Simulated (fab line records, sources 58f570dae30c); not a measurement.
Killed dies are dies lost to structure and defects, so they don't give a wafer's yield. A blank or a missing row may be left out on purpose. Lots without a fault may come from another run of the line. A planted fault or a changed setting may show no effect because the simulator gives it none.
fab line records | flow berkeley_cmos170
record lots=6 wafers=18 last_day=11
route steps=331 shown GATE@130
lots that met no fault: from a run of the same line without faults
start_h: hours from the record's first day to the start of the lot's first wafer shown | wait_h: hours since the lot's step before | " the same as in the row above | L1.1+2: a row that stands for several wafers | - no value, or no start given | * or withheld: withheld | < > ~ a bound
route shown NAME@n: a module of which the file shows steps, and the number in the route of the first | usual: mean/standard deviation of fault-free wafers | same: alike in all rows | chamber/n: place in a boat | sites: the reading at each site | _std_site: their standard deviation | _edge_site: outer sites' mean less inner sites' | radius_mm: how far each site lies from the wafer's centre | mask NAME#n: copy n | behind: the tool/chamber that last shaped the wafer | hold: why the lot was held/for how many hours/how that ended | device: the transistor (n, p or np) that didn't switch | end of line: the same wafers' tests at the end of the route | a step without rows: its recipe alone | killed: dies lost to structure and defects at the first sort, not the wafer's yield | map: a wafer's dies, x killed, . not, _ none there
set.NAME: the setting as run; set.NAME@STEP: as run at that earlier step | model.NAME: the simulator's own value behind a step, which no gauge read
lots at some steps of the route; a table a step, a row a wafer
services: from which hour (start_h, from the record's first day; less than 0 if before it) a tool's chamber was out of use, for how many hours, and why
## steps
# step UCB170_GATE_CVD_04
# recipe material=poly-Si temp_c=610 precursor=SiH4 time_s=1440 pressure_mtorr=375 target_thk_nm=214 sih4_flow_sccm=120
# step UCB170_GATE_THK_MEAS_05
# recipe reads=poly-Si_of_GATE_CVD_04
# usual GATE_POLY_THK=213.3/2.2
# columns lot.wafer tool chamber start_h wait_h GATE_POLY_THK[nm]
L529.1 film_metro-04 - 129.67 0.0 213.4
L529.3 " - " " 213.4
L529.5 " - " " 213.5
L535.2 film_metro-03 - 148.46 0.0 210.7
L535.3 " - " " 213.9
L535.6 " - " " 213.5
L538.1 film_metro-04 - 161.31 0.0 218.3
L538.3 " - " " 217.9
L538.4 " - " " 217.9
L543.2 film_metro-03 - 194.30 0.1 212.9
L543.3 " - " " 212.4
L543.5 " - " " 214.7
L545.3 film_metro-04 - 194.30 0.1 212.8
L545.5 " - " " 213.2
L545.6 " - " " 213.6
L549.1 film_metro-03 - 222.44 0.0 213.6
L549.2 " - " " 212.4
L549.6 " - " " 213.2
# step UCB170_GATE_COAT_06
# recipe resist=BARC temp_c=withheld time_s=withheld spin_rpm=3000 resist_thk_nm=withheld
# step UCB170_GATE_COAT_07
# recipe resist=KrF spin_rpm=1500 resist_thk_nm=900
# step UCB170_GATE_SOFTBAKE_08
# recipe resist=KrF temp_c=130 time_s=60
# step UCB170_GATE_EXPOSE_09
# recipe mask_id=POLY target_cd_nm=350 na=0.5 sigma_outer=0.6 source_shape=conventional dose_mj=21
# step UCB170_GATE_PEB_10
# recipe peb_temp_c=130 peb_time_s=withheld resist=KrF
# step UCB170_GATE_DEVELOP_11
# recipe developer=TMAH develop_time_s=45 resist=KrF dev_temp_c=21
# step UCB170_GATE_CD_MEAS_12
# recipe target_cd_nm=350
# usual cd_nm=350.2/1.3
# columns lot.wafer tool chamber start_h wait_h cd_nm
L529.1 cd_sem-01 - 130.82 - 349.3
L529.3 " - " " 350.3
L529.5 " - " " 350.7
L535.2 cd_sem-02 - 149.71 - 350.2
L535.3 " - " " 350.5
L535.6 " - " " 350.5
L538.1 cd_sem-02 - 162.73 - 348.5
L538.3 " - " " 347.9
L538.4 " - " " 347.0
L545.3 cd_sem-01 - 196.45 - 350.0
L545.5 " - " " 350.9
L545.6 " - " " 351.3
L543.2 cd_sem-01 - 196.79 - 352.1
L543.3 " - " " 349.8
L543.5 " - " " 350.7
L549.1 cd_sem-02 - 223.63 - 351.9
L549.2 " - " " 353.9
L549.6 " - " " 352.0
# step UCB170_GATE_OVL_MEAS_13
# usual GATE_OVL=0/4.6
# columns lot.wafer tool chamber start_h wait_h GATE_OVL[nm]
L529.1 overlay-02 - 130.94 0.1 3
L529.3 " - " " 1
L529.5 " - " " 0
L535.2 overlay-02 - 149.82 0.1 -3
L535.3 " - " " -9
L535.6 " - " " -4
L538.1 overlay-01 - 162.85 0.1 3
L538.3 " - " " -1
L538.4 " - " " 9
L545.3 overlay-02 - 196.55 0.1 9
L545.5 " - " " -1
L545.6 " - " " -2
L543.2 overlay-01 - 196.90 0.1 5
L543.3 " - " " 4
L543.5 " - " " 3
L549.1 overlay-01 - 223.75 0.1 1
L549.2 " - " " 0
L549.6 " - " " 4
# step UCB170_GATE_ETCH_14
# recipe chemistry=N2/H2 target_depth_a=withheld overetch_a=withheld target=BARC time_s=withheld source_w=500 bias_w=100 pressure_mtorr=30 n2_flow_sccm=100 h2_flow_sccm=200
# usual drypump_motor_current_A=5.7/0.45 oes_product_au=1.003/0.017 throttle_valve_pct=13.33/0.15
# columns lot.wafer tool chamber start_h wait_h drypump_motor_current_A oes_product_au throttle_valve_pct
L529.1 rie_diel-01 0 130.98 0.0 5.7 0.996 13.24
L529.3 " 2 " " 5.4 1.018 13.45
L529.5 " 2 " " 5.4 1.010 13.44
L535.2 rie_diel-03 1 149.85 0.0 5.0 0.992 13.13
L535.3 " 3 " " 5.6 0.982 13.35
L535.6 " 3 " " 5.7 0.979 13.37
L538.1 rie_diel-03 2 162.89 0.0 5.7 1.008 13.49
L538.3 " 1 " " 5.1 0.995 13.14
L538.4 " 0 " " 6.6 1.008 13.12
L545.3 rie_diel-02 1 196.57 0.0 5.4 1.003 13.17
L545.5 " 0 " " 6.1 1.014 13.56
L545.6 " 3 " " 5.5 0.983 13.46
L543.2 rie_diel-01 3 196.93 0.0 6.3 1.040 13.18
L543.3 " 2 " " 5.4 1.019 13.46
L543.5 " 3 " " 6.3 1.037 13.16
L549.1 rie_diel-02 3 223.78 0.0 5.4 0.982 13.46
L549.2 " 2 " " 5.5 1.032 13.20
L549.6 " 0 " " 6.1 1.008 13.51
# step UCB170_GATE_ETCH_15
# recipe chemistry=HBr/Cl2 target=poly-Si stop_on=SiO2 over_etch_frac=0.3 icp_w=300 bias_w=150 time_s=56.3 pressure_mtorr=15 HBr_flow_sccm=150 Cl2_flow_sccm=50 target_depth_a=2782
# usual drypump_motor_current_A=5.8/0.5 oes_product_au=0.828/0.013 throttle_valve_pct=26.50/0.18
# columns lot.wafer tool chamber start_h wait_h drypump_motor_current_A oes_product_au rf_hours_counter_h throttle_valve_pct
L529.1 rie_si-02 2 131.02 - 5.4 0.824 58 26.78
L529.3 " 0 " " 6.5 0.844 2 26.49
L529.5 " 0 " " 6.5 0.837 - 26.49
L535.2 rie_si-01 1 149.89 - 5.9 0.835 0 26.48
L535.3 " 0 " " 6.2 0.822 33 26.64
L535.6 " 2 " " 6.4 0.824 - 26.26
L538.1 rie_si-01 2 162.93 - 6.3 0.834 71 26.24
L538.3 " 3 " " 5.2 0.858 118 26.70
L538.4 " 1 " " 6.0 0.855 0 26.49
L545.3 rie_si-02 0 196.61 - 6.6 0.835 2 26.49
L545.5 " 3 " " 5.4 0.827 - 26.25
L545.6 " 0 " " 6.6 0.842 - 26.50
L543.2 rie_si-01 0 196.97 - 6.2 0.834 33 26.64
L543.3 " 1 " " 6.0 0.838 0 26.50
L543.5 " 0 " " 6.2 0.837 - 26.65
L549.1 rie_si-01 2 223.83 - 6.4 0.823 71 26.26
L549.2 " 1 " " 6.0 0.835 0 26.48
L549.6 " 0 " " 6.2 0.819 - 26.63
# step UCB170_GATE_STRIP_16
# recipe chemistry=O2 power_w=400 pressure_mtorr=3500 platen_temp_c=withheld o2_flow_sccm=400 overash_fraction=0.5
# usual chamber_pressure_mTorr=3500/3.5 drypump_motor_current_A=5.7/0.52 oes_product_au=0.724/0.0045
# columns lot.wafer tool chamber start_h wait_h chamber_pressure_mTorr drypump_motor_current_A oes_product_au rf_hours_counter_h model.KrF_of_GATE_COAT_07.thk_nm
L529.1 plasma_asher-04 0 131.07 0.0 3502 4.9 0.731 2 0
L529.3 " 1 " " 3499 6.6 0.722 - 0
L529.5 " 1 " " 3503 6.6 0.727 - 0
L535.2 plasma_asher-04 1 149.94 0.0 3501 6.7 0.715 4 0
L535.3 " 0 " " 3498 4.9 0.716 - 0
L535.6 " 0 " " 3502 4.9 0.720 - 0
L538.1 plasma_asher-04 1 162.98 0.0 3498 6.7 0.726 6 0
L538.3 " 0 " " 3496 4.9 0.725 - 0
L538.4 " 1 " " 3502 6.6 0.723 - 0
L545.3 plasma_asher-04 0 196.69 0.1 - - - - 776.2
L545.5 " 0 " " - - - - 779.3
L545.6 " 1 " " - - - - 772.5
L543.2 plasma_asher-01 1 197.02 0.0 - - - - 779.5
L543.3 " 1 " " - - - - 778.8
L543.5 " 0 " " - - - - 780.6
L549.1 plasma_asher-04 1 223.87 0.0 3501 6.6 0.729 13 0
L549.2 " 0 " " 3497 4.9 0.727 13 0
L549.6 " 0 " " 3505 4.9 0.729 - 0
# step UCB170_GATE_CD_MEAS_90
# recipe target_cd_nm=350
# usual cd_nm=350.1/1.5
# columns lot.wafer tool chamber start_h wait_h cd_nm
L529.1 cd_sem-02 - 131.17 0.1 350.3
L529.3 " - " " 350.8
L529.5 " - " " 350.9
L535.2 cd_sem-01 - 150.06 0.1 350.4
L535.3 " - " " 350.4
L535.6 " - " " 349.7
L538.1 cd_sem-02 - 163.08 0.1 347.9
L538.3 " - " " 347.6
L538.4 " - " " 346.2
L545.3 cd_sem-01 - 197.29 0.6 349.3
L545.5 " - " " 350.6
L545.6 " - " " 351.8
L543.2 cd_sem-01 - 197.63 0.6 352.4
L543.3 " - " " 351.0
L543.5 " - " " 351.0
L549.1 cd_sem-02 - 223.97 0.1 352.3
L549.2 " - " " 352.7
L549.6 " - " " 351.9
## services
# columns tool chamber start_h hours kind
plasma_asher-04 - 108.75 9.0 pm
plasma_asher-04 0 108.75 9.0 vent_cycle
plasma_asher-04 1 108.75 9.0 vent_cycle
rie_diel-02 2 110.71 - clean
rie_diel-02 2 110.71 28.7 scheduled_down
rie_diel-02 2 110.71 28.7 vent_cycle
plasma_asher-04 0 117.75 - clean
plasma_asher-04 1 117.75 - clean
rie_si-02 1 141.37 6.0 repair
rie_diel-02 - 155.32 15.6 pm
rie_diel-03 - 156.84 0.6 repair
rie_si-02 0 161.57 3.2 repair
rie_diel-02 3 182.20 9.9 repair
rie_si-01 3 183.37 - clean
rie_si-01 3 183.37 21.5 scheduled_down
rie_si-01 3 183.37 21.5 vent_cycle
rie_diel-01 1 184.20 7.6 repair
rie_diel-01 0 193.88 22.3 repair
rie_si-02 2 201.63 2.9 repair
rie_si-02 - 202.14 0.6 repair
plasma_asher-01 - 211.22 0.7 repair
rie_diel-01 1 212.77 5.0 repair
rie_si-01 1 215.57 1.2 repair
rie_si-02 0 221.98 2.7 repair
## key
first_sign step=UCB170_GATE_STRIP_16 reading=tool_record direction=missing
effect none on later readings
model_effect step=UCB170_GATE_STRIP_16 value=KrF_of_GATE_COAT_07.thk_nm without=0 struck=777.8
met_at UCB170_GATE_STRIP_16
struck_wafers L543.2,L543.3,L543.5,L545.3,L545.5,L545.6
later_rows_left_out L543.2,L543.3,L543.5,L545.3,L545.5,L545.6
sort_left_out L543.2,L543.3,L543.5,L545.3,L545.5,L545.6
tester_left_out L543,L545
onset_between 162.98 196.69
fault kind=skipped_step_whole tool=plasma_asher-01,plasma_asher-04 chamber=- onset_h=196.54 steps=UCB170_GATE_STRIP_16 scope=struck_lots_only
# tester_left_out: of these lots the tester's yield and bins aren't shown, on N5 and GAA mostly nor the transistor test; their killed dies are dies lost to structure and defects alone, not to doping, threshold or leakage, so they don't give the yield
# sort_left_out: the simulated sort isn't trusted on such a fault, so these wafers' sort isn't shown, and their yield isn't known
# later_rows_left_out: the simulator's readings of these wafers behind a module that went badly wrong aren't trusted and aren't shown, but for the sort
